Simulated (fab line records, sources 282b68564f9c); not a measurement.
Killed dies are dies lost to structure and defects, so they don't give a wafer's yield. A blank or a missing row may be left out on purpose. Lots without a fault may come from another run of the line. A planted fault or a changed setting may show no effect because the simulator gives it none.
One fault seen from 2 desks | flow rit_cmos | each desk has only its own numbers; what lay behind them comes last

THE TOOL OWNER'S DESK: litho_track-04
The tool's own readings at RIT_PWELL_COAT_01 (resist thk 1300 nm): means of the sampled wafers that have a number, for each lot that ran on this tool. A lot is out of limits, marked OUT, if its mean lies more than 4 standard deviations from the usual mean; the brackets give that distance.
Columns: A = spin_speed_rpm at RIT_PWELL_COAT_01, usual 2000.1 rpm
lot  | first seen here | A
L569 | day 3 04:24     | 2000.1
L571 | day 3 13:17     | 1919.6 (-54) OUT
L572 | day 3 19:43     | 1920.4 (-53) OUT
This desk's finding: out of limits on L571, L572; first on L571, day 3 13:17 (spin_speed_rpm at RIT_PWELL_COAT_01). In limits: L569.

THE METROLOGY DESK
What the gauges read, lot by lot, whatever tool the lot ran on: means of the sampled wafers that have a number. A lot is out of limits, marked OUT, if its mean lies more than 4 standard deviations from the usual mean; the brackets give that distance.
Columns: A = NWELL_OVL at RIT_NWELL_OVL_MEAS_06, usual -0.1 nm; B = NWELL_TW at RIT_NWELL_TW_MEAS_10, usual 2156; C = PWELL_OVL at RIT_PWELL_OVL_MEAS_06, usual -0.9 nm
lot  | first seen here | A    | B    | C
L567 | day 2 18:08     | 0.8  | 2121 | 1.4
L569 | day 3 03:34     | 0.1  | 2151 | -1.8
L570 | day 3 08:46     | 0.8  | 2161 | 0.8
L571 | day 3 12:19     | -0.3 | 2155 | -2.2
L572 | day 3 18:54     | 0.3  | 2160 | -0.4
L581 | day 5 17:22     | 1.0  | 2126 | 0.2
This desk's finding: nothing out of limits on any of the 6 lots.

PUT TOGETHER
The tool owner's desk could have raised an alarm at day 3 13:17, on L571, L572.
The metrology desk saw nothing out of limits.
The metrology desk has L571, L572 on record, within its limits.
Of the lots named, all ran RIT_PWELL_COAT_01 on litho_track-04.

WHAT THE SIMULATOR HAD PUT IN
Process parameter drift: litho_track-04, from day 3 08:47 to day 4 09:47, at RIT_PWELL_COAT_01. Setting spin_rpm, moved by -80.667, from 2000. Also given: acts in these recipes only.
Lots struck among those shown: L571, L572.
Hours from the fault's start to each desk's first reading out of limits: the tool owner's desk, 4.
